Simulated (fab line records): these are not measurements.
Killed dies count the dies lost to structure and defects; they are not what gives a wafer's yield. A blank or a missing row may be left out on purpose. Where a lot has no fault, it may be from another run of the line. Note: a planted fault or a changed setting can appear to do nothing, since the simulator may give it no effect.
Code-filled problem report in 8D (eight disciplines) form ; flow berkeley_cmos170 ; the parts of the form that need people (team, actions taken, sign-off) are left out

## 1. WHAT IS WRONG
At UCB170_M2_METAL_ETCH_18, oes_product_au averages 0.796 a.u. over 4 wafers from 2 lots, while fault-free wafers read 0.850 a.u., standard deviation 0.0077. That puts it -6.9 standard deviations away from the usual mean.
The step: etches Al in Cl2/BCl3, stops on SiO2, target depth 1170 nm, time 195 s.
First observed at day 11 07:46: wafer L576.1, on rie_metal-04. The record holds 42 wafers of 14 lots with a number at this step. By rule, "out" or "out of limits" means more than 4 standard deviations away from the usual mean. The rest of the wafers with a number are treated as sound.

## 2. WHAT IT IS; WHAT IT IS NOT
question;is;is not
which readings at this step;oes_product_au;drypump_motor_current_A, rf_fwd_power_W, throttle_valve_pct
which lots;L575, L576;L566, L567, L568, L569, L572, L578, L579, L581, L583, L584, L586, L589
which wafers of those lots;L575.6, L576.1, L576.4, L576.6;L575.2, L575.5
read on which tools;rie_metal-04;rie_metal-02, rie_metal-03
when;from day 11 07:46;"up to then (18 sound wafers); but 20 sound wafers of L575, L578, L581, L583, L584, L586, L589 came after"

## 3. THE SUSPECTS, EACH WITH WHAT RULES IT OUT
Counting: if a tool at a process step up to the reading ran every lot that is out, it stays a suspect. Sound lots after the first of them don't rule it out here, since some wafers of a struck lot are sound.
- rie_diel-02 at UCB170_V1_ETCH_14 (etches SiO2 in CHF3/CF4/Ar, stops on Al, target depth 1250 nm, time 291 s): kept. Ran every lot that is out, first one L576 (day 11 02:55); last sound lot up to then L579 (day 11 01:28).
- rie_metal-04 at UCB170_M2_METAL_ETCH_18 (etches Al in Cl2/BCl3, stops on SiO2, target depth 1170 nm, time 195 s): kept. Ran every lot that is out, first one L576 (day 11 07:46); last sound lot up to then L569 (day 9 16:47). Out on those wafers are its own readings of oes_product_au.
- Within rie_metal-04 at UCB170_M2_METAL_ETCH_18: the wafers that are out ran in chamber 1; their sound lot-mates ran in chamber 0.
Left after counting: rie_diel-02 at UCB170_V1_ETCH_14, rie_metal-04 at UCB170_M2_METAL_ETCH_18.

## 4. THE CAUSE (what the simulator had put in)
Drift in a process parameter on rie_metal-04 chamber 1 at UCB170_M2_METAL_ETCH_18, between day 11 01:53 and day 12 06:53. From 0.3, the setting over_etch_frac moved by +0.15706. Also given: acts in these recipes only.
Counting left 2 suspects, and this tool is among them.

## 5. THE CHAIN OF EFFECTS, in route order
Rows list readings where the struck wafers' mean (over those with a number) sits beyond 3 standard deviations from the usual. Only readings whose record carries a usual standard deviation are examined. hours: median over the lots of the time between each lot's start at the first step of this table that gives one and its start at this step. sigmas: the change, counted in usual standard deviations.
hours;step;reading;usual;on struck wafers;change;sigmas
0;UCB170_M2_METAL_ETCH_18;oes_product_au;0.850 a.u.;0.796;-0.053;-6.9
0;UCB170_M2_STRIP_19;oes_product_au;0.539 a.u.;0.423;-0.116;-5.3
The process steps in it:
- UCB170_M2_METAL_ETCH_18: etches Al in Cl2/BCl3, stops on SiO2, target depth 1170 nm, time 195 s.
- UCB170_M2_STRIP_19: strips in O2.

## 6. HOW IT WOULD HAVE BEEN CAUGHT EARLIER
First out-of-limits reading in this record: day 11 07:46, which is 6 hours after fault onset at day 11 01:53.
